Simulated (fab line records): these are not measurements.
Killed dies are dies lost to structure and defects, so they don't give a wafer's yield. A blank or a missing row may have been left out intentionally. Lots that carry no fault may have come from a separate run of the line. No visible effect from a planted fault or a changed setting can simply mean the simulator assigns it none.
fab line records	flow ritCmos
record: lots: 6	wafers: 18	lastDay: 7
route steps=202 shown PLDD@118 SPACER@125 NSD@131 PSD@142 SDANNEAL@153 SILICIDE@161 M1@202
lots with no fault: from the same line, run without faults
startH: hours from the record's first day to the start of the lot's first wafer shown	waitH: hours since the lot's step before	" same as the row above	L1.1+2: one row covering several wafers at once	- no value, or no start given	* or withheld: withheld	< > ~ a bound
route shown NAME@n: names a module that has steps shown in the file, with the first one's number in the route	usual: mean/standard deviation of fault-free wafers	same: alike in all rows	chamber/n: place in a boat	sites: the reading at each site	_std_site: their standard deviation	_edge_site: the outer-site mean with the inner-site mean subtracted	radiusMm: how far each site lies from the wafer's centre	mask NAME#n: copy n	behind: the last tool/chamber to shape the wafer	hold: reason for holding the lot/hours on hold/outcome of the hold	device: transistor that didn't switch, given as n, p or np	end of line: the same wafers' tests at the end of the route	where a step has no rows: the recipe by itself	killed: not the wafer's yield, but the dies lost to structure and defects at the first sort	map: per-die view of a wafer (x killed, . not killed, _ where there is no die)
set.NAME: the setting the step ran with; set.NAME@STEP: the setting that earlier step ran with	model.NAME: the simulator's own value behind a step, which no gauge read
a table for each step, a row for each wafer; lots at some steps of the route
services: the hour from which a tool's chamber was out of use, counted from the record's first day as startH (under 0 if before that day), plus the number of hours and why
== steps ==
step: RIT_PLDD_PEB_04
recipe: resist: NOVOLAK	tempC: withheld	timeS: withheld
step: RIT_PLDD_DEVELOP_05
recipe: resist: NOVOLAK	developTimeS: 50	devTempC: 23
step: RIT_PLDD_OVL_MEAS_06
usual: PLDD_OVL: 0.1/1.3
lot.wafer	tool	chamber	startH	waitH	PLDD_OVL[nm]
L615.1	overlay-01	-	53.21	-	-0.5
L615.5	"	-	"	"	-2.9
L615.6	"	-	"	"	-0.6
L622.2	overlay-01	-	87.18	-	0.8
L622.3	"	-	"	"	2.2
L622.5	"	-	"	"	3.1
L629.1	overlay-01	-	117.04	-	0.3
L629.4	"	-	"	"	0.4
L629.5	"	-	"	"	2.5
L632.1	overlay-02	-	134.68	-	0.0
L632.4	"	-	"	"	1.8
L632.6	"	-	"	"	-0.7
L636.2	overlay-01	-	154.22	-	-1.0
L636.4	"	-	"	"	-0.9
L636.5	"	-	"	"	-0.8
L637.1	overlay-02	-	158.01	-	0.3
L637.5	"	-	"	"	0.9
L637.6	"	-	"	"	1.0
step: RIT_PLDD_HARDBAKE_07
recipe: resist: NOVOLAK	tempC: 140	timeS: 60
step: RIT_PLDD_IMPLANT_08
recipe: species: BF2	energyKev: 20	doseCm2: 9e+14	tiltDeg: 7
step: RIT_PLDD_STRIP_09
recipe: chemistry: O2	timeS: 180	resist: NOVOLAK	platenTempC: withheld	powerW: 500	pressureMtorr: 4000	o2FlowSccm: 4000
usual: drypumpMotorCurrentA: 5.6/0.35
lot.wafer	tool	chamber	startH	waitH	drypumpMotorCurrentA	rfHoursCounterH
L615.1	plasmaAsher-04	0	53.55	0.1	5.7	42
L615.5	"	1	"	"	5.2	-
L615.6	"	0	"	"	5.7	-
L622.2	plasmaAsher-03	1	87.51	0.1	5.0	29
L622.3	"	0	"	"	6.1	-
L622.5	"	1	"	"	5.0	-
L629.1	plasmaAsher-03	0	117.37	0.1	6.1	33
L629.4	"	1	"	"	5.0	-
L629.5	"	1	"	"	5.0	-
L632.1	plasmaAsher-04	0	135.02	0.1	5.6	2
L632.4	"	0	"	"	5.7	-
L632.6	"	1	"	"	5.2	-
L636.2	plasmaAsher-04	1	154.55	0.1	5.2	4
L636.4	"	0	"	"	5.6	-
L636.5	"	0	"	"	5.6	-
L637.1	plasmaAsher-03	0	158.34	0.1	6.0	37
L637.5	"	1	"	"	5.0	-
L637.6	"	0	"	"	6.0	-
step: RIT_PLDD_TW_MEAS_10
usual: PLDD_TW: 2333/19
lot.wafer	tool	chamber	startH	waitH	PLDD_TW
L615.1	filmMetro-04	-	53.72	0.1	2354
L615.5	"	-	"	"	2351
L615.6	"	-	"	"	2348
L622.2	filmMetro-03	-	87.69	0.1	2333
L622.3	"	-	"	"	2323
L622.5	"	-	"	"	2333
L629.1	filmMetro-04	-	117.55	0.1	2341
L629.4	"	-	"	"	2339
L629.5	"	-	"	"	2350
L632.1	filmMetro-04	-	135.19	0.1	2351
L632.4	"	-	"	"	2352
L632.6	"	-	"	"	2348
L636.2	filmMetro-02	-	154.73	0.1	2308
L636.4	"	-	"	"	2329
L636.5	"	-	"	"	2310
L637.1	filmMetro-02	-	158.52	0.1	2321
L637.5	"	-	"	"	2304
L637.6	"	-	"	"	2314
step: RIT_SPACER_CLEAN_00
recipe: chemistry: SC1	mix: 3:3:50	timeS: 600	tempC: 75
step: RIT_SPACER_CLEAN_01
recipe: chemistry: dHF	dilution: 50:1	timeS: 30
step: RIT_SPACER_CLEAN_02
recipe: chemistry: SC2	mix: 3:3:50	timeS: 600	tempC: 75	dry: n2Spin
step: RIT_SPACER_CVD_03
recipe: material: Si3N4	targetThkNm: 250	tempC: 810	precursor: SiH2Cl2/NH3	timeS: 3300	pressureMtorr: 300	sih2cl2FlowSccm: 60	nh3FlowSccm: 153.7
step: RIT_SPACER_THK_MEAS_04
recipe: reads: Si3N4_of_SPACER_CVD_03
usual: SPACER_NITRIDE_THK: 254.1/2.1
lot.wafer	tool	chamber	startH	waitH	SPACER_NITRIDE_THK[nm]
L615.1	filmMetro-02	-	57.03	0.0	253.7
L615.5	"	-	"	"	252.7
L615.6	"	-	"	"	253.9
L622.2	filmMetro-01	-	90.03	0.0	252.4
L622.3	"	-	"	"	254.5
L622.5	"	-	"	"	256.5
L629.1	filmMetro-03	-	120.85	0.0	255.9
L629.4	"	-	"	"	255.1
L629.5	"	-	"	"	255.1
L632.1	filmMetro-03	-	137.54	0.0	252.8
L632.4	"	-	"	"	251.1
L632.6	"	-	"	"	249.2
L636.2	filmMetro-03	-	157.08	0.0	256.4
L636.4	"	-	"	"	256.7
L636.5	"	-	"	"	257.9
L637.1	filmMetro-01	-	161.07	0.0	251.3
L637.5	"	-	"	"	254.6
L637.6	"	-	"	"	254.3
step: RIT_SPACER_ETCHBACK_05
recipe: targetDepthA: 2500	SF6_flow_sccm: 30	CHF3_flow_sccm: 30	target: Si3N4	chemistry: SF6/CHF3	pressureMtorr: 40	rfW: 250	timeS: 240	stopOn: SiO2
usual: drypumpMotorCurrentA: 5.7/0.38	oesProductAu: 0.851/0.014	rfFwdPowerW: 249.2/0.87	throttleValvePct: 10.22/0.17
lot.wafer	tool	chamber	startH	waitH	drypumpMotorCurrentA	oesProductAu	rfFwdPowerW	rfHoursCounterH	throttleValvePct	model.poly-Si_of_GATE_CVD_08.thkNm	model.Si3N4_of_SPACER_CVD_03.thkNm
L615.1	rieDiel-01	3	57.09	0.1	5.7	0.854	250.3	117	10.29	166.7	199.6
L615.5	"	0	"	"	5.5	0.852	249.3	-	10.60	164.4	198.2
L615.6	"	1	"	"	5.8	0.828	250.2	-	10.06	168.9	200.4
L622.2	rieDiel-02	0	90.08	0.0	6.1	0.833	249.3	164	10.39	170.2	197
L622.3	"	3	"	"	5.0	0.861	250.7	13	10.51	171.7	199.8
L622.5	"	3	"	"	5.0	0.871	250.7	-	10.52	170.7	200.8
L629.1	rieDiel-02	3	120.91	0.1	5.0	0.865	287.7	14	10.51	159.2	196.6
L629.4	"	1	"	"	5.3	0.833	249.4	-	10.26	163.1	200
L629.5	"	2	"	"	5.6	0.856	248.5	-	10.25	162.9	198.7
L632.1	rieDiel-02	2	137.60	0.1	5.6	0.850	249.6	106	10.26	168.9	196.9
L632.4	"	3	"	"	5.0	0.860	287.8	14	10.50	161.8	193.3
L632.6	"	3	"	"	5.0	0.845	289.7	-	10.51	164.2	191.6
L636.2	rieDiel-03	2	157.13	0.0	6.2	0.878	250.0	136	9.97	168.6	199.7
L636.4	"	3	"	"	5.8	0.851	249.3	140	10.25	170.9	202
L636.5	"	2	"	"	6.2	0.867	249.8	-	9.98	168.2	201
L637.1	rieDiel-03	3	161.13	0.1	5.8	0.841	250.4	141	10.24	167.2	197.5
L637.5	"	3	"	"	5.8	0.852	249.1	-	10.25	166.9	200.4
L637.6	"	0	"	"	6.0	0.867	248.6	-	10.16	167.5	199.9
step: RIT_NSD_HMDS_00
recipe: primeTimeS: 60	primeTempC: 140
step: RIT_NSD_COAT_01
recipe: resist: NOVOLAK	spinRpm: 3250	resistThkNm: 1000
step: RIT_NSD_SOFTBAKE_02
recipe: resist: NOVOLAK	tempC: 90	timeS: 60
step: RIT_NSD_EXPOSE_03
recipe: maskId: M9	na: 0.57	targetCdNm: 40700	doseMj: 250
step: RIT_NSD_PEB_04
recipe: resist: NOVOLAK	tempC: withheld	timeS: withheld
step: RIT_NSD_DEVELOP_05
recipe: resist: NOVOLAK	developTimeS: 50	devTempC: 23
step: RIT_NSD_OVL_MEAS_06
usual: NSD_OVL: 0.9/1.4
lot.wafer	tool	chamber	startH	waitH	NSD_OVL[nm]
L615.1	overlay-01	-	58.21	-	1.5
L615.5	"	-	"	"	0.5
L615.6	"	-	"	"	2.1
L622.2	overlay-01	-	91.09	-	1.2
L622.3	"	-	"	"	0.4
L622.5	"	-	"	"	2.0
L629.1	overlay-02	-	122.10	-	0.7
L629.4	"	-	"	"	-2.3
L629.5	"	-	"	"	-0.1
L632.1	overlay-02	-	138.60	-	1.8
L632.4	"	-	"	"	1.0
L632.6	"	-	"	"	1.4
L636.2	overlay-01	-	158.42	-	1.2
L636.4	"	-	"	"	2.5
L636.5	"	-	"	"	0.3
L637.1	overlay-01	-	162.13	-	2.1
L637.5	"	-	"	"	0.7
L637.6	"	-	"	"	1.9
step: RIT_NSD_HARDBAKE_07
recipe: resist: NOVOLAK	tempC: 140	timeS: 60
step: RIT_NSD_IMPLANT_08
recipe: species: P	energyKev: 25	doseCm2: 1e+15	tiltDeg: 7
step: RIT_NSD_STRIP_09
recipe: chemistry: O2	timeS: 180	resist: NOVOLAK	platenTempC: withheld	powerW: 500	pressureMtorr: 4000	o2FlowSccm: 4000
usual: drypumpMotorCurrentA: 5.5/0.46
lot.wafer	tool	chamber	startH	waitH	drypumpMotorCurrentA	rfHoursCounterH
L615.1	plasmaAsher-03	1	58.55	0.1	5.1	26
L615.5	"	1	"	"	5.1	-
L615.6	"	0	"	"	6.0	-
L622.2	plasmaAsher-03	1	91.42	0.1	5.0	29
L622.3	"	1	"	"	5.0	-
L622.5	"	0	"	"	6.1	-
L629.1	plasmaAsher-01	1	122.52	0.1	5.5	50
L629.4	"	1	"	"	5.6	-
L629.5	"	0	"	"	5.9	-
L632.1	plasmaAsher-01	0	138.93	0.1	5.9	52
L632.4	"	0	"	"	5.9	-
L632.6	"	1	"	"	5.6	-
L636.2	plasmaAsher-01	0	158.75	0.1	5.9	54
L636.4	"	1	"	"	5.6	-
L636.5	"	0	"	"	5.9	-
L637.1	plasmaAsher-02	1	162.47	0.1	4.9	51
L637.5	"	1	"	"	4.9	-
L637.6	"	0	"	"	5.9	-
step: RIT_NSD_TW_MEAS_10
usual: NSD_TW: 3093/29
lot.wafer	tool	chamber	startH	waitH	NSD_TW
L615.1	filmMetro-04	-	58.72	0.1	3125
L615.5	"	-	"	"	3122
L615.6	"	-	"	"	3122
L622.2	filmMetro-03	-	91.60	0.1	3104
L622.3	"	-	"	"	3127
L622.5	"	-	"	"	3116
L629.1	filmMetro-04	-	122.69	0.1	3105
L629.4	"	-	"	"	3104
L629.5	"	-	"	"	3123
L632.1	filmMetro-03	-	139.11	0.1	3121
L632.4	"	-	"	"	3116
L632.6	"	-	"	"	3120
L636.2	filmMetro-02	-	158.93	0.1	3063
L636.4	"	-	"	"	3075
L636.5	"	-	"	"	3070
L637.1	filmMetro-04	-	162.64	0.1	3094
L637.5	"	-	"	"	3109
L637.6	"	-	"	"	3079
step: RIT_PSD_HMDS_00
recipe: primeTimeS: 60	primeTempC: 140
step: RIT_PSD_COAT_01
recipe: resist: NOVOLAK	spinRpm: 3250	resistThkNm: 1000
step: RIT_PSD_SOFTBAKE_02
recipe: resist: NOVOLAK	tempC: 90	timeS: 60
step: RIT_PSD_EXPOSE_03
recipe: maskId: M10	na: 0.57	targetCdNm: 40900	doseMj: 250
step: RIT_PSD_PEB_04
recipe: resist: NOVOLAK	tempC: withheld	timeS: withheld
step: RIT_PSD_DEVELOP_05
recipe: resist: NOVOLAK	developTimeS: 50	devTempC: 23
step: RIT_PSD_OVL_MEAS_06
usual: PSD_OVL: 0.4/1.4
lot.wafer	tool	chamber	startH	waitH	PSD_OVL[nm]
L615.1	overlay-02	-	59.76	-	1.5
L615.5	"	-	"	"	-0.2
L615.6	"	-	"	"	-0.9
L622.2	overlay-01	-	92.71	-	-0.4
L622.3	"	-	"	"	2.9
L622.5	"	-	"	"	2.5
L629.1	overlay-02	-	123.73	-	-1.1
L629.4	"	-	"	"	0.6
L629.5	"	-	"	"	-0.3
L632.1	overlay-02	-	140.14	-	-1.7
L632.4	"	-	"	"	-1.1
L632.6	"	-	"	"	0.9
L636.2	overlay-02	-	159.84	-	2.2
L636.4	"	-	"	"	1.2
L636.5	"	-	"	"	-0.6
L637.1	overlay-01	-	163.55	-	-1.6
L637.5	"	-	"	"	-0.7
L637.6	"	-	"	"	0.4
step: RIT_PSD_HARDBAKE_07
recipe: resist: NOVOLAK	tempC: 140	timeS: 60
step: RIT_PSD_IMPLANT_08
recipe: species: BF2	energyKev: 26.85	doseCm2: 5e+15	tiltDeg: 7
step: RIT_PSD_STRIP_09
recipe: chemistry: O2	timeS: 180	resist: NOVOLAK	platenTempC: withheld	powerW: 500	pressureMtorr: 4000	o2FlowSccm: 4000
usual: drypumpMotorCurrentA: 5.5/0.46
lot.wafer	tool	chamber	startH	waitH	drypumpMotorCurrentA	rfHoursCounterH
L615.1	plasmaAsher-03	1	60.19	0.1	5.0	26
L615.5	"	0	"	"	6.1	-
L615.6	"	1	"	"	5.0	-
L622.2	plasmaAsher-04	0	93.04	0.1	5.6	46
L622.3	"	0	"	"	5.6	-
L622.5	"	1	"	"	5.3	-
L629.1	plasmaAsher-02	0	124.07	0.1	5.9	47
L629.4	"	0	"	"	5.9	-
L629.5	"	1	"	"	4.9	-
L632.1	plasmaAsher-03	1	140.48	0.1	5.1	35
L632.4	"	1	"	"	5.0	-
L632.6	"	1	"	"	5.0	-
L636.2	plasmaAsher-04	1	160.17	0.1	5.2	4
L636.4	"	0	"	"	5.6	-
L636.5	"	0	"	"	5.6	-
L637.1	plasmaAsher-03	0	163.89	0.1	6.1	37
L637.5	"	0	"	"	6.1	-
L637.6	"	1	"	"	5.0	-
step: RIT_PSD_TW_MEAS_10
usual: PSD_TW: 3403/28
lot.wafer	tool	chamber	startH	waitH	PSD_TW
L615.1	filmMetro-02	-	60.36	0.1	3373
L615.5	"	-	"	"	3375
L615.6	"	-	"	"	3351
L622.2	filmMetro-04	-	93.22	0.1	3440
L622.3	"	-	"	"	3445
L622.5	"	-	"	"	3437
L629.1	filmMetro-02	-	124.30	0.2	3362
L629.4	"	-	"	"	3382
L629.5	"	-	"	"	3377
L632.1	filmMetro-04	-	140.65	0.1	3408
L632.4	"	-	"	"	3414
L632.6	"	-	"	"	3426
L636.2	filmMetro-04	-	160.35	0.1	3397
L636.4	"	-	"	"	3390
L636.5	"	-	"	"	3389
L637.1	filmMetro-04	-	164.06	0.1	3393
L637.5	"	-	"	"	3371
L637.6	"	-	"	"	3380
step: RIT_SDANNEAL_CLEAN_00
recipe: chemistry: SC1	mix: 3:3:50	timeS: 600	tempC: 75
step: RIT_SDANNEAL_CLEAN_01
recipe: chemistry: dHF	dilution: 50:1	timeS: 30
step: RIT_SDANNEAL_CLEAN_02
recipe: chemistry: SC2	mix: 3:3:50	timeS: 600	tempC: 75	dry: n2Spin
lot.wafer	tool	chamber	startH	waitH	model.poly-Si_of_GATE_CVD_08.thkNm
L615.1	wetBench-04	2	60.61	0.0	162.3
L615.5	"	2	"	"	160
L615.6	"	2	"	"	164.5
L622.2	wetBench-01	3	93.47	0.0	165.9
L622.3	"	3	"	"	167.3
L622.5	"	3	"	"	166.3
L629.1	wetBench-04	2	124.55	0.0	154.9
L629.4	"	2	"	"	158.8
L629.5	"	2	"	"	158.6
L632.1	wetBench-03	3	140.90	0.0	164.5
L632.4	"	3	"	"	157.4
L632.6	"	3	"	"	159.7
L636.2	wetBench-03	1	160.61	0.0	164.3
L636.4	"	1	"	"	166.5
L636.5	"	1	"	"	163.8
L637.1	wetBench-03	1	164.32	0.0	162.8
L637.5	"	1	"	"	162.5
L637.6	"	1	"	"	163.1
step: RIT_SDANNEAL_RTA_03
recipe: tempC: 1050	timeS: 5	idleTempC: 600	rampUpCPerS: 342	rampDownCPerS: 171	coolToC: 600	ambient: N2
usual: wafer_temp_C_max: 1053.5/1.2
lot.wafer	tool	chamber	startH	waitH	wafer_temp_C_max
L615.1	rtpAnneal-01	0	60.80	0.0	1055.3
L615.5	"	0	"	"	1053.5
L615.6	"	0	"	"	1054.3
L622.2	rtpAnneal-02	0	93.65	0.0	1052.4
L622.3	"	0	"	"	1051.9
L622.5	"	0	"	"	1053.2
L629.1	rtpAnneal-02	0	124.72	0.0	1053.7
L629.4	"	0	"	"	1054.1
L629.5	"	0	"	"	1052.3
L632.1	rtpAnneal-01	0	141.08	0.0	1054.3
L632.4	"	0	"	"	1053.0
L632.6	"	0	"	"	1051.9
L636.2	rtpAnneal-01	0	160.81	0.0	1053.1
L636.4	"	0	"	"	1052.1
L636.5	"	0	"	"	1055.3
L637.1	rtpAnneal-01	0	164.49	0.0	1054.3
L637.5	"	0	"	"	1054.4
L637.6	"	0	"	"	1056.3
step: RIT_SDANNEAL_RS_MEAS_04
recipe: thkMeasGauge: four-point-probe
usual: PSD_RS: 116.4/0.33
lot.wafer	tool	chamber	startH	waitH	PSD_RS[ohm/sq]
L615.1	filmMetro-02	-	60.86	0.0	116.7
L615.5	"	-	"	"	116.5
L615.6	"	-	"	"	116.5
L622.2	filmMetro-03	-	93.72	0.1	116.0
L622.3	"	-	"	"	116.3
L622.5	"	-	"	"	116.3
L629.1	filmMetro-04	-	124.78	0.0	116.0
L629.4	"	-	"	"	116.3
L629.5	"	-	"	"	116.2
L632.1	filmMetro-02	-	141.14	0.0	116.7
L632.4	"	-	"	"	116.7
L632.6	"	-	"	"	116.6
L636.2	filmMetro-02	-	160.88	0.1	117.3
L636.4	"	-	"	"	117.0
L636.5	"	-	"	"	117.0
L637.1	filmMetro-02	-	164.55	0.0	116.8
L637.5	"	-	"	"	117.0
L637.6	"	-	"	"	116.8
step: RIT_SDANNEAL_RS_MEAS_05
recipe: thkMeasGauge: four-point-probe
usual: NSD_RS: 84.7/0.32
lot.wafer	tool	chamber	startH	waitH	NSD_RS[ohm/sq]
L615.1	filmMetro-02	-	60.98	0.1	85.3
L615.5	"	-	"	"	85.0
L615.6	"	-	"	"	85.1
L622.2	filmMetro-03	-	93.84	0.1	85.0
L622.3	"	-	"	"	84.9
L622.5	"	-	"	"	84.7
L629.1	filmMetro-04	-	124.90	0.1	84.6
L629.4	"	-	"	"	84.9
L629.5	"	-	"	"	84.8
L632.1	filmMetro-02	-	141.26	0.1	84.8
L632.4	"	-	"	"	84.4
L632.6	"	-	"	"	84.6
L636.2	filmMetro-02	-	161.00	0.1	84.8
L636.4	"	-	"	"	84.5
L636.5	"	-	"	"	84.7
L637.1	filmMetro-02	-	164.67	0.1	84.3
L637.5	"	-	"	"	84.7
L637.6	"	-	"	"	84.3
step: RIT_SDANNEAL_RS_MEAS_06
recipe: thkMeasGauge: four-point-probe
usual: PLDD_RS: 178.8/0.52
lot.wafer	tool	chamber	startH	waitH	PLDD_RS[ohm/sq]
L615.1	filmMetro-02	-	61.10	0.1	179.3
L615.5	"	-	"	"	178.8
L615.6	"	-	"	"	178.4
L622.2	filmMetro-03	-	93.96	0.1	179.1
L622.3	"	-	"	"	179.1
L622.5	"	-	"	"	179.1
L629.1	filmMetro-04	-	125.02	0.1	178.0
L629.4	"	-	"	"	177.8
L629.5	"	-	"	"	178.5
L632.1	filmMetro-02	-	141.38	0.1	178.9
L632.4	"	-	"	"	178.8
L632.6	"	-	"	"	179.3
L636.2	filmMetro-02	-	161.12	0.1	179.1
L636.4	"	-	"	"	179.8
L636.5	"	-	"	"	178.8
L637.1	filmMetro-02	-	164.79	0.1	179.6
L637.5	"	-	"	"	179.5
L637.6	"	-	"	"	179.0
step: RIT_SILICIDE_WET_ETCH_00
recipe: chemistry: BOE	target: SiO2	targetDepthNm: 14	timeS: 15	dry: n2Spin	dilution: 10:1	tempC: 21.5
lot.wafer	tool	chamber	startH	waitH	model.Si3N4_of_SPACER_CVD_03.thkNm
L615.1	wetBench-03	0	61.35	0.1	198.4
L615.5	"	0	"	"	197.1
L615.6	"	0	"	"	199.2
L622.2	wetBench-04	0	94.18	0.1	195.9
L622.3	"	0	"	"	198.6
L622.5	"	0	"	"	199.7
L629.1	wetBench-02	2	125.26	0.1	195.5
L629.4	"	2	"	"	198.9
L629.5	"	2	"	"	197.6
L632.1	wetBench-02	0	141.62	0.1	195.7
L632.4	"	0	"	"	192.2
L632.6	"	0	"	"	190.4
L636.2	wetBench-04	3	161.34	0.1	198.6
L636.4	"	3	"	"	200.8
L636.5	"	3	"	"	199.9
L637.1	wetBench-02	2	165.03	0.1	196.4
L637.5	"	2	"	"	199.2
L637.6	"	2	"	"	198.8
step: RIT_M1_PROBE_99
usual: killedAtContacts: 0.1/0.29	killedAtFrontEnd: 6/3	killedDies: 7/3.1	killedOpen: 3.2/1.9	killedShort: 3.3/1.9
same: grossDies: 264	killed_at_M0_to_M3: 0	killed_at_M4_up: 0	killedAtBackSide: 0	killedAtOther: 0
lot.wafer	tool	chamber	startH	waitH	killedAtContacts	killedAtFrontEnd	killedDies	killedOpen	killedShort	model.etest.pmos_0p15.rOnOhmUm	model.etest.nmos_0p15.rOnOhmUm	model.etest.nmos_0p3.rOnOhmUm	model.etest.pplusSal.widthNm	model.etest.nplusSal.widthNm	model.etest.pwellPinched.rsOhmSq	model.etest.nwellPinched.rsOhmSq	model.etest.diodePplusNwell.bvV
L615.1	prober-02	-	68.84	0.1	0	8	8	6	2	2724	1121	2177	3427	3453	460.8	335.1	6.661
L615.5	prober-02	-	69.04	0.2	1	6	7	3	4	2804	1145	2176	3453	3469	466	336.8	6.724
L615.6	prober-02	-	69.09	0.2	0	10	10	7	3	2750	1102	2179	3444	3431	461.3	332.8	6.649
L622.2	prober-02	-	101.16	0.1	0	7	7	4	3	2859	1187	2189	3483	3470	471.5	344.6	6.72
L622.3	prober-02	-	101.21	0.2	0	5	5	1	4	2871	1157	2188	3474	3437	461.9	336.9	6.669
L622.5	prober-02	-	101.31	0.2	0	7	7	3	4	2839	1154	2205	3460	3469	464.2	339.9	6.686
L629.1	prober-01	-	133.56	0.1	0	5	5	3	2	2844	1229	2207	3457	3463	473	358.2	6.863
L629.4	prober-01	-	133.71	0.2	0	2	2	1	1	2755	1121	2137	3439	3407	455	338.9	6.718
L629.5	prober-01	-	133.76	0.2	0	10	10	4	6	2773	1131	2174	3442	3454	461.7	343.4	6.707
L632.1	prober-02	-	148.48	0.1	0	6	6	4	2	2984	1244	2262	3446	3429	472.7	342	6.703
L632.4	prober-02	-	148.63	0.2	0	5	5	1	4	3098	1338	2318	3472	3447	481.3	352.4	6.746
L632.6	prober-02	-	148.73	0.2	0	4	4	3	1	3158	1380	2360	3479	3459	486	354.1	6.789
L636.2	prober-01	-	168.72	0.1	0	3	3	1	2	2987	1202	2190	3446	3440	460.1	340.9	6.579
L636.4	prober-01	-	168.82	0.2	0	5	5	1	4	2860	1116	2144	3426	3434	455.6	335.8	6.533
L636.5	prober-01	-	168.87	0.2	0	6	6	2	4	2989	1166	2201	3450	3450	454.5	337.8	6.606
L637.1	prober-02	-	172.12	0.1	1	7	8	2	6	2912	1209	2232	3458	3469	453.8	336.7	6.602
L637.5	prober-02	-	172.32	0.2	0	8	8	3	5	2844	1180	2221	3436	3440	454	335.6	6.521
L637.6	prober-02	-	172.37	0.2	0	11	11	7	4	2802	1152	2191	3445	3444	452.8	333.5	6.495
killed by level:class
L615.1 GATE:geometricParticle:open=2 FOX1:geometricParticle:open=1 FOX2:geometricParticle:open=1 GATE:geometricParticle:short=1 SPACER:geometricParticle:open=1 SPACER:geometricParticle:short=1 SILICIDE:geometricParticle:open=1
L615.5 FOX2:geometricParticle:short=3 GATE:geometricParticle:open=1 REOX:geometricParticle:short=1 SPACER:geometricParticle:open=1 CONTACT:geometricParticle:open=1
L615.6 GATE:geometricParticle:open=5 FOX1:geometricParticle:open=2 GATE:geometricParticle:short=1 REOX:geometricParticle:short=1 SPACER:geometricParticle:short=1
L622.2 GATE:geometricParticle:short=3 GATE:geometricParticle:open=2 FOX1:geometricParticle:open=1 REOX:geometricParticle:open=1
L622.3 GATE:geometricParticle:short=2 REOX:geometricParticle:short=1 SILICIDE:geometricParticle:open=1 SILICIDE:geometricParticle:short=1
L622.5 FOX2:geometricParticle:short=2 FOX1:geometricParticle:open=1 FOX1:geometricParticle:short=1 GATE:geometricParticle:open=1 REOX:geometricParticle:short=1 REOX:geometricParticle:open=1
L629.1 FOX1:geometricParticle:short=1 SPACER:geometricParticle:open=1 GATE:geometricParticle:open=1 REOX:geometricParticle:open=1 REOX:geometricParticle:short=1
L629.4 FOX1:geometricParticle:short=1 FOX1:geometricParticle:open=1
L629.5 FOX1:geometricParticle:short=3 FOX1:geometricParticle:open=2 GATE:geometricParticle:open=2 SPACER:geometricParticle:short=2 SILICIDE:geometricParticle:short=1
L632.1 GATE:geometricParticle:short=1 GATE:geometricParticle:open=1 REOX:geometricParticle:open=1 SPACER:geometricParticle:open=1 SPACER:geometricParticle:short=1 SILICIDE:geometricParticle:open=1
L632.4 GATE:geometricParticle:short=3 REOX:geometricParticle:short=1 SILICIDE:geometricParticle:open=1
L632.6 GATE:geometricParticle:open=3 REOX:geometricParticle:short=1
L636.2 GATE:geometricParticle:open=1 REOX:geometricParticle:short=1 SPACER:geometricParticle:short=1
L636.4 GATE:geometricParticle:short=2 SPACER:geometricParticle:short=2 GATE:geometricParticle:open=1
L636.5 SILICIDE:geometricParticle:short=4 GATE:geometricParticle:open=1 SILICIDE:geometricParticle:open=1
L637.1 GATE:geometricParticle:short=2 FOX2:geometricParticle:short=1 GATE:geometricParticle:open=1 REOX:geometricParticle:short=1 SILICIDE:geometricParticle:open=1 SILICIDE:geometricParticle:short=1 CONTACT:geometricParticle:short=1
L637.5 GATE:geometricParticle:open=3 REOX:geometricParticle:short=2 SPACER:geometricParticle:short=2 FOX1:geometricParticle:short=1
L637.6 GATE:geometricParticle:open=3 REOX:geometricParticle:open=2 REOX:geometricParticle:short=2 SPACER:geometricParticle:short=2 FOX2:geometricParticle:open=1 SPACER:geometricParticle:open=1
== services ==
tool	chamber	startH	hours	kind
wetBench-02	-	48.57	4.4	pm
rieDiel-02	2	54.87	9.7	repair
rieDiel-02	1	56.41	3.8	repair
wetBench-02	-	56.50	6.5	repair
rtpAnneal-01	-	76.97	56.8	pm
rieDiel-03	1	92.61	8.8	repair
rieDiel-02	0	102.34	1.8	repair
rieDiel-02	0	104.12	-	clean
rieDiel-02	0	104.12	21.6	scheduledDown
rieDiel-02	0	104.12	21.6	ventCycle
plasmaAsher-04	-	108.75	9.0	pm
plasmaAsher-04	0	108.75	9.0	ventCycle
plasmaAsher-04	1	108.75	9.0	ventCycle
plasmaAsher-04	0	117.75	-	clean
plasmaAsher-04	1	117.75	-	clean
rtpAnneal-02	-	133.77	3.7	pm
rieDiel-02	1	147.97	7.0	repair
plasmaAsher-01	-	150.73	4.3	repair
rieDiel-02	-	151.56	14.6	pm
wetBench-01	-	152.49	1.8	repair
== key ==
firstSign: step: RIT_SPACER_ETCHBACK_05	reading: rfFwdPowerW	direction: up	sigmas: 45	usual: 249.2	struck: 288.4
effect none on later readings
modelEffect: step: RIT_SPACER_ETCHBACK_05	value: poly-Si_of_GATE_CVD_08.thkNm	without: 166.7	struck: 161.7
modelEffect: step: RIT_SDANNEAL_CLEAN_02	value: poly-Si_of_GATE_CVD_08.thkNm	without: 162.4	struck: 157.4
modelEffect: step: RIT_SILICIDE_WET_ETCH_00	value: Si3N4_of_SPACER_CVD_03.thkNm	without: 196.9	struck: 192.7
modelEffect: step: RIT_M1_PROBE_99	value: etest.pmos_0p15.rOnOhmUm	without: 2865	struck: 3033
metAt RIT_SPACER_ETCHBACK_05
struckWafers L629.1,L632.4,L632.6
testerLeftOut L629,L632
onsetBetween 90.08 120.91
fault: kind: processParameterDrift	tool: rieDiel-02	chamber: 3	onsetH: 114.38	steps: RIT_SPACER_ETCHBACK_05	channel: rfW	offset: 40	shape: step	endH: 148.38	actsIn: theseRecipesOnly	stated: 250
testerLeftOut: of these lots the tester's yield and bins aren't shown, on N5 and GAA mostly nor the transistor test; their killed dies are dies lost to structure and defects alone, not to doping, threshold or leakage, so they don't give the yield
